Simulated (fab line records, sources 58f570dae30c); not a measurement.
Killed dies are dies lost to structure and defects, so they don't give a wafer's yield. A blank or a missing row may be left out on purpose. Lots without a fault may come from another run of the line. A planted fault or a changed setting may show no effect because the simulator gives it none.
Which tool did it? | flow berkeley_cmos170 | 15 lots, 45 wafers sampled, at 4 steps of a route of 331

WHAT THE GAUGES READ, wafer by wafer
UCB170_V2_CD_MEAS_12: target cd 700 nm. Usual: cd_nm 700.5 nm, standard deviation 1.3.
lot  | measured     | on        | cd_nm (nm)        | flag
L731 | day 7 12:58  | cd_sem-02 | 701.3 700.7 700.2 |
L733 | day 7 23:43  | cd_sem-02 | 700.1 700.9 701.3 |
L732 | day 8 00:14  | cd_sem-02 | 700.8 700.3 700.0 |
L734 | day 8 08:47  | cd_sem-01 | 701.2 702.1 702.7 |
L736 | day 8 19:05  | cd_sem-01 | 703.3 702.6 702.8 |
L739 | day 9 08:33  | cd_sem-01 | 702.6 703.1 701.9 |
L738 | day 9 09:09  | cd_sem-02 | 702.0 700.6 701.4 |
L740 | day 9 09:25  | cd_sem-02 | 698.8 699.6 699.6 |
L743 | day 9 23:22  | cd_sem-01 | 699.8 699.5 699.6 |
L742 | day 10 00:23 | cd_sem-01 | 699.2 699.6 699.4 |
L741 | day 10 00:37 | cd_sem-02 | 702.0 701.5 701.6 |
L744 | day 10 01:36 | cd_sem-01 | 710.1 710.5 709.9 | OFF
L747 | day 11 00:51 | cd_sem-02 | 701.5 700.1 700.6 |
L748 | day 11 01:44 | cd_sem-02 | 712.1 712.0 711.6 | OFF
L750 | day 11 04:44 | cd_sem-01 | 706.8 708.0 708.5 | OFF

WHICH TOOL RAN EACH LOT (tool, then ch and the chambers of the sampled wafers, then the start)
lot  | UCB170_M2_METAL_ETCH_18           | UCB170_V2_CVD_00               | UCB170_V2_SOFTBAKE_08
L731 | rie_metal-02 ch 0,1, day 7 10:20  | pecvd-02 ch 1,2, day 7 10:44   | litho_track-04 ch 0, day 7 12:17
L733 | rie_metal-04 ch 1, day 7 21:20    | pecvd-02 ch 0,2, day 7 21:48   | litho_track-03 ch 0, day 7 23:02
L732 | rie_metal-01 ch 0,1, day 7 21:46  | pecvd-01 ch 0,1,2, day 7 22:10 | litho_track-04 ch 0, day 7 23:26
L734 | rie_metal-04 ch 0,1, day 8 05:58  | pecvd-01 ch 1,2, day 8 06:18   | litho_track-01 ch 0, day 8 07:53
L736 | rie_metal-01 ch 0,1, day 8 16:53  | pecvd-01 ch 0,2, day 8 17:18   | litho_track-04 ch 0, day 8 18:32
L739 | rie_metal-01 ch 0,1, day 9 06:25  | pecvd-04 ch 0,1, day 9 06:49   | litho_track-04 ch 0, day 9 08:01
L738 | rie_metal-02 ch 1, day 9 06:37    | pecvd-01 ch 0,1, day 9 07:01   | litho_track-01 ch 0, day 9 08:27
L740 | rie_metal-04 ch 0,1, day 9 06:53  | pecvd-02 ch 0,1,2, day 9 07:18 | litho_track-03 ch 0, day 9 08:44
L743 | rie_metal-04 ch 0,1, day 9 21:08  | pecvd-01 ch 0,2, day 9 21:33   | litho_track-03 ch 0, day 9 22:43
L742 | rie_metal-02 ch 0,1, day 9 22:17  | pecvd-02 ch 0,1, day 9 22:38   | litho_track-03 ch 0, day 9 23:52
L741 | rie_metal-01 ch 0,1, day 9 22:30  | pecvd-04 ch 1,2, day 9 22:55   | litho_track-01 ch 0, day 10 00:05
L744 | rie_metal-04 ch 1, day 9 23:20    | pecvd-01 ch 0,2, day 9 23:45   | litho_track-03 ch 0, day 10 00:56
L747 | rie_metal-04 ch 0,1, day 10 22:36 | pecvd-04 ch 1,2, day 10 22:56  | litho_track-01 ch 0, day 11 00:12
L748 | rie_metal-02 ch 0,1, day 10 23:19 | pecvd-04 ch 0,1, day 10 23:40  | litho_track-03 ch 0, day 11 01:01
L750 | rie_metal-04 ch 0,1, day 11 01:51 | pecvd-01 ch 1,2, day 11 02:16  | litho_track-03 ch 0, day 11 03:53
- UCB170_M2_METAL_ETCH_18: etches Al in Cl2/BCl3, stops on SiO2, target depth 1170 nm, time 195 s.
- UCB170_V2_CVD_00: deposits SiO2 from TEOS/O2, target thk 2000 nm, time 250 s.
- UCB170_V2_SOFTBAKE_08: time 60 s.

WHAT THE TOOLS THEMSELVES READ (means of the sampled wafers that have a number; where no wafer has one, the mark that the record gives instead)
UCB170_M2_METAL_ETCH_18. Usual: drypump_motor_current_A 5.7 A, standard deviation 0.45; oes_product_au 0.854 a.u., standard deviation 0.013; throttle_valve_pct 24.42 %, standard deviation 0.18.
lot  | tool         | drypump_motor_current_A (A) | oes_product_au (a.u.) | throttle_valve_pct (%) | flag
L731 | rie_metal-02 | 5.9                         | 0.858                 | 24.33                  |
L733 | rie_metal-04 | 6.3                         | 0.833                 | 24.55                  |
L732 | rie_metal-01 | 5.1                         | 0.859                 | 24.28                  |
L734 | rie_metal-04 | 5.7                         | 0.858                 | 24.62                  |
L736 | rie_metal-01 | 5.1                         | 0.852                 | 24.28                  |
L739 | rie_metal-01 | 5.3                         | 0.853                 | 24.39                  |
L738 | rie_metal-02 | 5.9                         | 0.851                 | 24.43                  |
L740 | rie_metal-04 | 5.7                         | 0.853                 | 24.61                  |
L743 | rie_metal-04 | 6.0                         | 0.840                 | 24.59                  |
L742 | rie_metal-02 | 5.8                         | 0.851                 | 24.34                  |
L741 | rie_metal-01 | 5.3                         | 0.849                 | 24.39                  |
L744 | rie_metal-04 | 6.3                         | 0.847                 | 24.54                  |
L747 | rie_metal-04 | 6.0                         | 0.844                 | 24.58                  |
L748 | rie_metal-02 | 5.8                         | 0.847                 | 24.26                  |
L750 | rie_metal-04 | 5.8                         | 0.865                 | 24.62                  |

UCB170_V2_CVD_00. Usual: heater_power_w 268 W, standard deviation 77.
lot  | tool     | heater_power_w (W) | flag
L731 | pecvd-02 | 262                |
L733 | pecvd-02 | 225                |
L732 | pecvd-01 | 298                |
L734 | pecvd-01 | 254                |
L736 | pecvd-01 | 225                |
L739 | pecvd-04 | 207                |
L738 | pecvd-01 | 277                |
L740 | pecvd-02 | 254                |
L743 | pecvd-01 | 235                |
L742 | pecvd-02 | 230                |
L741 | pecvd-04 | 341                |
L744 | pecvd-01 | 214                |
L747 | pecvd-04 | 357                |
L748 | pecvd-04 | 218                |
L750 | pecvd-01 | 306                |

UCB170_V2_SOFTBAKE_08. Usual: chill_plate_temp_C 22.99 C, standard deviation 0.11; heater_power_total_W 56.81 W, standard deviation 0.043; plate_temp_C 129.98 C, standard deviation 0.15.
lot  | tool           | chill_plate_temp_C (C) | heater_power_total_W (W) | plate_temp_C (C) | flag
L731 | litho_track-04 | 22.98                  | 56.81                    | 130.07           |
L733 | litho_track-03 | 22.85                  | 56.82                    | 129.90           |
L732 | litho_track-04 | 23.01                  | 56.82                    | 130.14           |
L734 | litho_track-01 | 22.87                  | 56.80                    | 129.93           |
L736 | litho_track-04 | 23.02                  | 56.80                    | 129.86           |
L739 | litho_track-04 | 22.84                  | 56.84                    | 130.08           |
L738 | litho_track-01 | 23.01                  | 56.84                    | 129.77           |
L740 | litho_track-03 | 22.97                  | 56.83                    | 129.90           |
L743 | litho_track-03 | 22.96                  | 56.81                    | 130.02           |
L742 | litho_track-03 | 23.05                  | 56.75                    | 130.10           |
L741 | litho_track-01 | 23.00                  | 56.80                    | 130.01           |
L744 | litho_track-03 | 22.99                  | 58.99                    | 133.81           | OFF
L747 | litho_track-01 | 23.03                  | 56.84                    | 130.12           |
L748 | litho_track-03 | 22.95                  | 58.95                    | 133.74           | OFF
L750 | litho_track-03 | 23.02                  | 58.95                    | 133.64           | OFF

THE ANSWER, worked out from the rows above alone
Rule: a lot is off if the mean of its wafers that have a number lies more than 3 standard deviations from the usual mean. A lot without any number at a reading at which 4 lots or more have one is off too. The other lots that the step has rows for count as sound. The gauges are gone through in route order, then the tools' own readings, and for those a lot's mean is taken as printed above. The first step at which some lot is off is used, and at that step the reading that is off furthest; a lot without a number counts as furthest.
Off: L744, L748, L750, at UCB170_V2_CD_MEAS_12 (cd_nm).
A tool fits if, at a process step before that reading, it ran every lot that is off, and no sound lot after the first of them. The gauges at UCB170_V2_CD_MEAS_12 aren't tried: what is off there is off at UCB170_V2_SOFTBAKE_08 too, on other tools, and a gauge's error can't cause that. One fits: litho_track-03 at UCB170_V2_SOFTBAKE_08. Its last sound lot is L742 (day 9 23:52), its first lot that is off L744 (day 10 00:56): a fault that began between those two fits.
The tool's own readings at UCB170_V2_SOFTBAKE_08 bear it out: on the lots that are off they differ by more than 5 times the standard deviation of the sound lots' means. heater_power_total_W reads 58.96 W there against 56.81 W on the sound lots; plate_temp_C reads 133.73 C there against 129.99 C on the sound lots.

WHAT THE SIMULATOR HAD PUT IN
Process parameter drift: litho_track-03, from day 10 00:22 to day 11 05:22, at UCB170_V2_SOFTBAKE_08. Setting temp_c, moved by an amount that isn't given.
Lots struck among those shown: L744, L748, L750. The rule above found the same.
